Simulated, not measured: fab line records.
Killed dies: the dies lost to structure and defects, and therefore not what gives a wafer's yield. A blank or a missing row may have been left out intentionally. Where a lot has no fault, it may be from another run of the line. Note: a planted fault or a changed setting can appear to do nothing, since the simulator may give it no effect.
Split-lot study :: flow rit_cmos :: on a route of 202 steps: 5 lots, 23 wafers read

== SPLIT DETAILS ==
At RIT_NRETRO_SOFTBAKE_02 (time 60 s), the setting temp_c was moved away from the recipe's 90 C on 10 of the 23 wafers read, by -1.9% to +2.9%. For the rest of the wafers, this setting stayed at what the recipe calls for.

== FROM THE SPLIT TO THE READING: what the file shows between them, 2 steps ==
- RIT_NRETRO_EXPOSE_03: exposes mask M4, target cd 43900 nm
- RIT_NRETRO_PEB_04

== THE READING ==
NOVOLAK_of_NRETRO_COAT_01.thk_nm (the simulator's own value, which no gauge read), in nm, at RIT_NRETRO_DEVELOP_05 (develop time 68 s). There is no usual value for it anywhere in the file. Here, 13 wafers ran the recipe; their average is 1300 nm with a standard deviation of 3.9 nm.

wafer: L074.1
tool, chamber at the split: litho_track-04, 0
temp_c as run, C: 90
against the recipe: recipe
NOVOLAK_of_NRETRO_COAT_01.thk_nm, nm: 1308
against lot-mates on the recipe: -

wafer: L074.3
tool, chamber at the split: litho_track-04, 0
temp_c as run, C: 90
against the recipe: recipe
NOVOLAK_of_NRETRO_COAT_01.thk_nm, nm: 1304
against lot-mates on the recipe: -

wafer: L074.4
tool, chamber at the split: litho_track-04, 0
temp_c as run, C: 90
against the recipe: recipe
NOVOLAK_of_NRETRO_COAT_01.thk_nm, nm: 1304
against lot-mates on the recipe: -

wafer: L074.5
tool, chamber at the split: litho_track-04, 0
temp_c as run, C: 92.64
against the recipe: +2.9%
NOVOLAK_of_NRETRO_COAT_01.thk_nm, nm: 1292
against lot-mates on the recipe: -13

wafer: L074.6
tool, chamber at the split: litho_track-04, 0
temp_c as run, C: 92.64
against the recipe: +2.9%
NOVOLAK_of_NRETRO_COAT_01.thk_nm, nm: 1297
against lot-mates on the recipe: -8

wafer: L075.1
tool, chamber at the split: litho_track-02, 0
temp_c as run, C: 90
against the recipe: recipe
NOVOLAK_of_NRETRO_COAT_01.thk_nm, nm: 1302
against lot-mates on the recipe: -

wafer: L075.2
tool, chamber at the split: litho_track-02, 0
temp_c as run, C: 91.83
against the recipe: +2.0%
NOVOLAK_of_NRETRO_COAT_01.thk_nm, nm: 1290
against lot-mates on the recipe: -9

wafer: L075.3
tool, chamber at the split: litho_track-02, 0
temp_c as run, C: 90
against the recipe: recipe
NOVOLAK_of_NRETRO_COAT_01.thk_nm, nm: 1296
against lot-mates on the recipe: -

wafer: L075.4
tool, chamber at the split: litho_track-02, 0
temp_c as run, C: 91.83
against the recipe: +2.0%
NOVOLAK_of_NRETRO_COAT_01.thk_nm, nm: 1292
against lot-mates on the recipe: -7

wafer: L075.6
tool, chamber at the split: litho_track-02, 0
temp_c as run, C: 91.83
against the recipe: +2.0%
NOVOLAK_of_NRETRO_COAT_01.thk_nm, nm: 1291
against lot-mates on the recipe: -8

wafer: L078.2
tool, chamber at the split: litho_track-04, 0
temp_c as run, C: 90
against the recipe: recipe
NOVOLAK_of_NRETRO_COAT_01.thk_nm, nm: 1297
against lot-mates on the recipe: -

wafer: L078.6
tool, chamber at the split: litho_track-04, 0
temp_c as run, C: 90
against the recipe: recipe
NOVOLAK_of_NRETRO_COAT_01.thk_nm, nm: 1297
against lot-mates on the recipe: -

wafer: L078.3
tool, chamber at the split: litho_track-04, 0
temp_c as run, C: 88.73
against the recipe: -1.4%
NOVOLAK_of_NRETRO_COAT_01.thk_nm, nm: 1305
against lot-mates on the recipe: +8

wafer: L078.4
tool, chamber at the split: litho_track-04, 0
temp_c as run, C: 88.73
against the recipe: -1.4%
NOVOLAK_of_NRETRO_COAT_01.thk_nm, nm: 1303
against lot-mates on the recipe: +6

wafer: L078.5
tool, chamber at the split: litho_track-04, 0
temp_c as run, C: 88.73
against the recipe: -1.4%
NOVOLAK_of_NRETRO_COAT_01.thk_nm, nm: 1302
against lot-mates on the recipe: +5

wafer: L081.1
tool, chamber at the split: litho_track-01, 0
temp_c as run, C: 88.28
against the recipe: -1.9%
NOVOLAK_of_NRETRO_COAT_01.thk_nm, nm: 1299
against lot-mates on the recipe: +2

wafer: L081.3
tool, chamber at the split: litho_track-01, 0
temp_c as run, C: 90
against the recipe: recipe
NOVOLAK_of_NRETRO_COAT_01.thk_nm, nm: 1300
against lot-mates on the recipe: -

wafer: L081.4
tool, chamber at the split: litho_track-01, 0
temp_c as run, C: 90
against the recipe: recipe
NOVOLAK_of_NRETRO_COAT_01.thk_nm, nm: 1293
against lot-mates on the recipe: -

wafer: L081.5
tool, chamber at the split: litho_track-01, 0
temp_c as run, C: 88.28
against the recipe: -1.9%
NOVOLAK_of_NRETRO_COAT_01.thk_nm, nm: 1304
against lot-mates on the recipe: +7

wafer: L081.6
tool, chamber at the split: litho_track-01, 0
temp_c as run, C: 90
against the recipe: recipe
NOVOLAK_of_NRETRO_COAT_01.thk_nm, nm: 1297
against lot-mates on the recipe: -

wafer: L084.3
tool, chamber at the split: litho_track-02, 0
temp_c as run, C: 90
against the recipe: recipe
NOVOLAK_of_NRETRO_COAT_01.thk_nm, nm: 1299
against lot-mates on the recipe: -

wafer: L084.6
tool, chamber at the split: litho_track-02, 0
temp_c as run, C: 90
against the recipe: recipe
NOVOLAK_of_NRETRO_COAT_01.thk_nm, nm: 1299
against lot-mates on the recipe: -

wafer: L084.4
tool, chamber at the split: litho_track-02, 0
temp_c as run, C: 90
against the recipe: recipe
NOVOLAK_of_NRETRO_COAT_01.thk_nm, nm: 1298
against lot-mates on the recipe: -

THE FIT
A straight line over all 23 wafers: NOVOLAK_of_NRETRO_COAT_01.thk_nm changes by -2.41 nm for each +1% of temp_c; r = -0.68; the points scatter about the line by 3.7 nm.
The same after taking each lot's own level away (the mean of its wafers on the recipe; 23 wafers): -3.66 nm for each +1%; r = -0.92; scatter 2.2 nm.
According to that fit, moving temp_c by its largest amount changes the reading by 11 nm.
The lots' own levels span 1296.7 to 1305.3 nm, that is 2.2 times the standard deviation above.
So the lot-to-lot level blurs the effect unless lot-mates are compared.
Check: with one of the wafers moved furthest among these (+2.9%) left out of the fit, the line predicts -10.2 nm for it against its lot-mates. It came out at -13.3 nm against them.

== OTHER SPLITS ON THESE WAFERS ==
Before the reading, these wafers also passed through other splits. Each is held against what the fit with the lots' levels taken away leaves over:
other split on the same wafers: RIT_ACTIVE_CVD_03 pressure_mtorr
wafers away from the commonest value: 18
r with NOVOLAK_of_NRETRO_COAT_01.thk_nm (lot level and that fit taken away): +0.06

other split on the same wafers: RIT_ACTIVE_EXPOSE_08 dose_mj
wafers away from the commonest value: 5
r with NOVOLAK_of_NRETRO_COAT_01.thk_nm (lot level and that fit taken away): +0.29

other split on the same wafers: RIT_ACTIVE_ETCH_13 rf_w
wafers away from the commonest value: 7
r with NOVOLAK_of_NRETRO_COAT_01.thk_nm (lot level and that fit taken away): +0.17

other split on the same wafers: RIT_FOX1_WET_ETCH_02 time_s
wafers away from the commonest value: 10
r with NOVOLAK_of_NRETRO_COAT_01.thk_nm (lot level and that fit taken away): +0.11

other split on the same wafers: RIT_NWELL_IMPLANT_08 dose_cm2
wafers away from the commonest value: 5
r with NOVOLAK_of_NRETRO_COAT_01.thk_nm (lot level and that fit taken away): -0.01

other split on the same wafers: RIT_PWELL_IMPLANT_08 dose_cm2
wafers away from the commonest value: 4
r with NOVOLAK_of_NRETRO_COAT_01.thk_nm (lot level and that fit taken away): -0.17

== FILE'S OWN FIT ==
NOVOLAK_of_NRETRO_COAT_01.thk_nm changes by -3.58 nm for each +1% of temp_c, r = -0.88.
